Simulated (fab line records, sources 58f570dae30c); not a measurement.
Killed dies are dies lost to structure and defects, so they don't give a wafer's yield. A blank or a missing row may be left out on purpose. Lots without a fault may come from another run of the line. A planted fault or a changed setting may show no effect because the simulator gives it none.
One fault seen from 2 desks | flow berkeley_cmos170 | each desk has only its own numbers; what lay behind them comes last

THE METROLOGY DESK
What the gauges read, lot by lot, whatever tool the lot ran on: means of the sampled wafers that have a number. A lot is out of limits, marked OUT, if its mean lies more than 4 standard deviations from the usual mean; the brackets give that distance.
Columns: A = ACTIVE_OVL at UCB170_ACTIVE_OVL_MEAS_14, usual -4 nm; B = PVT_OVL at UCB170_PVT_OVL_MEAS_06, usual -1 nm
lot  | first seen here | A   | B
L390 | day 5 05:02     | -2  | -0
L393 | day 5 16:33     | -8  | -11
L395 | day 6 05:53     | -1  | 8
L396 | day 6 06:07     | 6   | -6
L397 | day 6 06:22     | -1  | 3
L399 | day 6 20:20     | -2  | 6
L398 | day 6 20:30     | -2  | 5
L400 | day 7 10:11     | -3  | 1
L402 | day 7 21:07     | 1   | -2
L407 | day 8 07:13     | 1   | 3
L406 | day 8 07:34     | -10 | -6
L409 | day 9 00:03     | -14 | -4
This desk's finding: nothing out of limits on any of the 12 lots.

THE TOOL OWNER'S DESK: furnace-04
The tool's own readings at UCB170_PWELL_OXIDATION_02 (target thk 26.4 nm, ox time 1260 s): means of the sampled wafers that have a number, for each lot that ran on this tool. A lot is out of limits, marked OUT, if its mean lies more than 4 standard deviations from the usual mean; the brackets give that distance.
Columns: A = ox_temp_c at UCB170_PWELL_OXIDATION_02, usual 1000.0 C; B = ox_temp_c_max at UCB170_PWELL_OXIDATION_02, usual 1005.3; C = spike_tc_source_C at UCB170_PWELL_OXIDATION_02, usual 1023.2 C; D = zone_power_centre_pct at UCB170_PWELL_OXIDATION_02, usual 51 %
lot  | first seen here | A      | B      | C      | D
L393 | day 3 19:35     | 1000.3 | 1005.9 | 1022.1 | 54
L395 | day 4 07:43     | 1000.8 | 1007.2 | 1022.2 | 54
L396 | day 4 07:43     | 999.3  | 1004.7 | 1022.4 | 54
L397 | day 4 07:43     | 999.4  | 1004.7 | 1022.0 | 55
L398 | day 4 21:41     | 1000.5 | 1006.9 | 1022.0 | 54
L399 | day 4 21:41     | 1000.4 | 1006.6 | 1023.0 | 54
L409 | day 6 20:58     | 1000.5 | 1005.3 | 1021.5 | 54
This desk's finding: nothing out of limits on any of the 7 lots.

PUT TOGETHER
The metrology desk saw nothing out of limits.
The tool owner's desk saw nothing out of limits.

WHAT THE SIMULATOR HAD PUT IN
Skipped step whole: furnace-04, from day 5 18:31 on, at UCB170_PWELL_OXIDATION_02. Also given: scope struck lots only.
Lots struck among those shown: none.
